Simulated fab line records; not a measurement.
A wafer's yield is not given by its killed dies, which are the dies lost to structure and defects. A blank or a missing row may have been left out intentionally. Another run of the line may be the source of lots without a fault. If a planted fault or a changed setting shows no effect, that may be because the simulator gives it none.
fab line records	flow ritCmos
record lots=14	wafers=42	lastDay=8
route steps=202 shown PWELL@40 M1@202
lots with no fault: from the same line, run without faults
startH: start of the lot's first displayed wafer, in hours after the record's first day	waitH: hours since the lot's step before	" unchanged from the row above	L1.1+2: a single row standing in for several wafers	- no value, or no start given	* or withheld: withheld	< > ~ a bound
route shown NAME@n: NAME is a module with steps in the file, n the number in the route of the first one	usual: mean/standard deviation taken from wafers without a fault	same: alike in all rows	chamber/n: place in a boat	sites: the reading at each site	_std_site: the values' standard deviation	_edge_site: outer sites' mean less inner sites'	radiusMm: for every site, how far away it sits from the centre of the wafer	mask NAME#n: copy n	behind: the tool/chamber that last shaped the wafer	hold: why the lot went on hold/how many hours it stayed there/how the hold came to an end	device: the transistor (n, p or np) that didn't switch	end of line: the same wafers' tests at the end of the route	step lacking rows: just its recipe	killed: the dies lost at the first sort to structure and to defects; this is not the yield of the wafer	map: dies across one wafer; x = killed, . = not, _ = none there
set.NAME: the setting the step ran with; set.NAME@STEP: the setting that earlier step ran with	model.NAME: the simulator's own value behind a step, which no gauge read
a sample of lots followed through the steps of the route, with each step as a table and each wafer as a row
## steps
# step RIT_PWELL_COAT_01
# recipe resist=NOVOLAK	spinRpm=2000	resistThkNm=1300
# usual chillPlateTempC=23.00/0.11	dispensePressureKPa=52/3.9
lot.wafer	tool	chamber	startH	waitH	chillPlateTempC	dispensePressureKPa
L528.4	lithoTrack-01	0	25.20	0.1	22.93	51
L528.5	"	0	"	"	22.88	51
L528.6	"	0	"	"	22.92	51
L529.2	lithoTrack-03	0	28.60	0.1	23.03	49
L529.4	"	0	"	"	23.02	49
L529.6	"	0	"	"	23.14	49
L530.3	lithoTrack-01	0	31.28	0.1	22.89	51
L530.5	"	0	"	"	23.05	51
L530.6	"	0	"	"	22.99	51
L531.2	lithoTrack-03	0	37.62	0.1	22.96	49
L531.3	"	0	"	"	22.84	49
L531.6	"	0	"	"	23.02	49
L532.1	lithoTrack-01	0	43.06	0.1	23.13	51
L532.4	"	0	"	"	23.06	51
L532.5	"	0	"	"	22.84	51
L534.3	lithoTrack-01	0	53.50	0.1	23.27	51
L534.4	"	0	"	"	23.15	51
L534.5	"	0	"	"	23.12	51
L535.2	lithoTrack-02	0	57.78	0.1	22.82	59
L535.5	"	0	"	"	22.97	59
L535.6	"	0	"	"	22.88	59
L536.1	lithoTrack-01	0	62.85	0.1	22.93	51
L536.5	"	0	"	"	23.13	51
L536.6	"	0	"	"	22.97	51
L537.3	lithoTrack-01	0	66.81	0.1	23.19	51
L537.4	"	0	"	"	22.94	51
L537.5	"	0	"	"	23.00	51
L540.3	lithoTrack-03	0	82.45	0.1	22.83	49
L540.5	"	0	"	"	22.98	49
L540.6	"	0	"	"	22.89	49
L545.3	lithoTrack-01	-	109.27	0.1	-	-
L545.4	"	-	"	"	-	-
L545.6	"	-	"	"	-	-
L546.3	lithoTrack-03	-	112.42	0.1	-	-
L546.4	"	-	"	"	-	-
L546.6	"	-	"	"	-	-
L550.1	lithoTrack-03	0	133.88	0.1	23.07	49
L550.4	"	0	"	"	23.06	49
L550.5	"	0	"	"	23.04	49
L551.2	lithoTrack-03	0	150.31	0.1	22.84	49
L551.3	"	0	"	"	22.99	49
L551.4	"	0	"	"	22.86	49
# step RIT_PWELL_OVL_MEAS_06
# usual PWELL_OVL=-0.7/1.3
lot.wafer	tool	chamber	startH	waitH	PWELL_OVL[nm]
L528.4	overlay-01	-	26.00	-	0.6
L528.5	"	-	"	"	-0.5
L528.6	"	-	"	"	-0.1
L529.2	overlay-01	-	29.31	-	0.0
L529.4	"	-	"	"	-0.8
L529.6	"	-	"	"	0.3
L530.3	overlay-01	-	32.43	-	-0.9
L530.5	"	-	"	"	1.6
L530.6	"	-	"	"	1.7
L531.2	overlay-02	-	38.33	-	-3.2
L531.3	"	-	"	"	-1.9
L531.6	"	-	"	"	-0.3
L532.1	overlay-01	-	43.91	-	1.4
L532.4	"	-	"	"	0.2
L532.5	"	-	"	"	0.3
L534.3	overlay-01	-	54.20	-	-2.0
L534.4	"	-	"	"	0.8
L534.5	"	-	"	"	-0.6
L535.2	overlay-02	-	58.62	-	0.5
L535.5	"	-	"	"	0.4
L535.6	"	-	"	"	-1.8
L536.1	overlay-01	-	63.70	-	0.6
L536.5	"	-	"	"	0.8
L536.6	"	-	"	"	-0.9
L537.3	overlay-02	-	67.51	-	-2.2
L537.4	"	-	"	"	-1.8
L537.5	"	-	"	"	-1.8
L540.3	overlay-02	-	83.14	-	0.5
L540.5	"	-	"	"	0.2
L540.6	"	-	"	"	-0.1
L545.3	overlay-01	-	110.08	-	-
L545.4	"	-	"	"	-
L545.6	"	-	"	"	-
L546.3	overlay-01	-	113.31	-	-
L546.4	"	-	"	"	-
L546.6	"	-	"	"	-
L550.1	overlay-01	-	134.73	-	0.0
L550.4	"	-	"	"	1.1
L550.5	"	-	"	"	0.9
L551.2	overlay-01	-	151.15	-	-2.7
L551.3	"	-	"	"	-1.9
L551.4	"	-	"	"	-2.8
# step RIT_M1_PROBE_99
# usual killedAtContacts=0.1/0.25	killedAtFrontEnd=7/3.3	killedDies=7/3.2	killedOnRim=1.9/1.5	killedOpen=3.6/2.2	killedShort=3.5/2
# same grossDies=264	killed_at_M0_to_M3=0	killed_at_M4_up=0	killedAtBackSide=0	killedAtOther=0
lot.wafer	tool	chamber	startH	waitH	killedAtContacts	killedAtFrontEnd	killedDies	killedOnRim	killedOpen	killedShort
L534.3	prober-02	-	90.00	0.2	0	4	4	1	4	0
L534.4	prober-02	-	90.05	0.2	0	8	8	5	4	4
L534.5	prober-02	-	90.10	0.2	1	6	7	5	3	4
L535.2	prober-01	-	96.81	0.1	0	10	10	3	5	5
L535.5	prober-01	-	96.96	0.2	0	6	6	0	3	3
L535.6	prober-01	-	97.01	0.2	0	3	3	0	1	2
L537.3	prober-01	-	102.38	0.2	0	9	9	1	4	5
L537.4	prober-01	-	102.43	0.2	1	8	9	4	3	6
L537.5	prober-01	-	102.48	0.2	1	9	10	5	5	5
L540.3	prober-02	-	121.55	0.2	0	2	2	1	0	2
L540.5	prober-02	-	121.65	0.2	0	5	5	1	2	3
L540.6	prober-02	-	121.70	0.2	0	5	5	1	1	4
L545.3	prober-01	-	154.86	0.2	0	264	264	70	4	5
L545.4	prober-01	-	154.91	0.2	0	264	264	70	6	3
L545.6	prober-01	-	155.01	0.2	0	264	264	70	6	5
L546.3	prober-02	-	156.36	0.2	0	264	264	70	0	2
L546.4	prober-02	-	156.41	0.2	0	264	264	70	3	2
L546.6	prober-02	-	156.51	0.2	0	264	264	70	4	3
# killed by level:class
L534.3 GATE:geometricParticle:open=2 FOX1:geometricParticle:open=1 REOX:geometricParticle:open=1
L534.4 FOX1:geometricParticle:short=2 GATE:geometricParticle:open=2 GATE:geometricParticle:short=1 REOX:geometricParticle:short=1 REOX:geometricParticle:open=1 SILICIDE:geometricParticle:open=1
L534.5 REOX:geometricParticle:open=2 GATE:geometricParticle:open=1 GATE:geometricParticle:short=1 REOX:geometricParticle:short=1 SILICIDE:geometricParticle:short=1 CONTACT:geometricParticle:short=1
L535.2 GATE:geometricParticle:open=2 GATE:geometricParticle:short=2 REOX:geometricParticle:open=2 FOX1:geometricParticle:short=1 REOX:geometricParticle:short=1 SPACER:geometricParticle:open=1 SILICIDE:geometricParticle:short=1
L535.5 GATE:geometricParticle:short=3 GATE:geometricParticle:open=2 SPACER:geometricParticle:open=1
L535.6 GATE:geometricParticle:short=1 GATE:geometricParticle:open=1 SILICIDE:geometricParticle:short=1
L537.3 GATE:geometricParticle:short=2 SPACER:geometricParticle:open=2 FOX1:geometricParticle:short=1 FOX1:geometricParticle:open=1 GATE:geometricParticle:open=1 REOX:geometricParticle:short=1 SPACER:geometricParticle:short=1
L537.4 FOX1:geometricParticle:open=2 FOX1:geometricParticle:short=1 FOX2:geometricParticle:short=1 GATE:geometricParticle:short=1 SPACER:geometricParticle:short=1 SILICIDE:geometricParticle:open=1 SILICIDE:geometricParticle:short=1 CONTACT:geometricParticle:short=1
L537.5 SPACER:geometricParticle:open=2 FOX2:geometricParticle:short=1 GATE:geometricParticle:short=1 GATE:geometricParticle:open=1 REOX:geometricParticle:short=1 SPACER:geometricParticle:short=1 SILICIDE:geometricParticle:open=1 SILICIDE:geometricParticle:short=1
L540.3 GATE:geometricParticle:short=2
L540.5 GATE:geometricParticle:short=2 FOX1:geometricParticle:short=1 FOX1:geometricParticle:open=1 GATE:geometricParticle:open=1
L540.6 GATE:geometricParticle:short=2 FOX2:geometricParticle:open=1 SPACER:geometricParticle:short=1 REOX:geometricParticle:short=1
L545.3 PWELL:areaExpose=255 GATE:geometricParticle:short=2 SILICIDE:geometricParticle:short=2 SILICIDE:geometricParticle:open=2 FOX1:geometricParticle:short=1 GATE:geometricParticle:open=1 SPACER:geometricParticle:open=1
L545.4 PWELL:areaExpose=255 GATE:geometricParticle:open=6 GATE:geometricParticle:short=3
L545.6 PWELL:areaExpose=253 GATE:geometricParticle:open=4 SPACER:geometricParticle:short=3 SPACER:geometricParticle:open=2 FOX2:geometricParticle:short=1 REOX:geometricParticle:short=1
L546.3 PWELL:areaExpose=262 GATE:geometricParticle:short=1 REOX:geometricParticle:short=1
L546.4 PWELL:areaExpose=259 FOX1:geometricParticle:short=2 ACTIVE:geometricParticle:open=1 GATE:geometricParticle:open=1 SILICIDE:geometricParticle:open=1
L546.6 PWELL:areaExpose=257 FOX1:geometricParticle:open=2 GATE:geometricParticle:short=2 ACTIVE:geometricParticle:open=1 FOX2:geometricParticle:short=1 GATE:geometricParticle:open=1
## key
firstSign step=RIT_PWELL_COAT_01	reading=toolRecord	direction=missing
effect step=RIT_PWELL_OVL_MEAS_06	reading=PWELL_OVL	direction=missing
effect step=RIT_M1_PROBE_99	reading=killedDies	direction=up	sigmas=79	usual=7	struck=264
moreKillsBornAt RIT_PWELL_EXPOSE_03@ilineStepper-01=778	RIT_PWELL_EXPOSE_03@ilineStepper-02=763
metAt RIT_PWELL_COAT_01
struckLots L545,L546
testerLeftOut L545,L546
onsetBetween 82.45 109.27
earlierFault kind=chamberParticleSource	tool=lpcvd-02	chamber=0	onsetH=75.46	steps=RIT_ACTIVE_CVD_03	ratePerVisitCm2=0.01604	endH=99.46
fault kind=skippedStepWhole	tool=lithoTrack-01,lithoTrack-03	chamber=-	onsetH=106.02	steps=RIT_PWELL_COAT_01	scope=struckLotsOnly
# testerLeftOut: of these lots the tester's yield and bins aren't shown, on N5 and GAA mostly nor the transistor test; their killed dies are dies lost to structure and defects alone, not to doping, threshold or leakage, so they don't give the yield
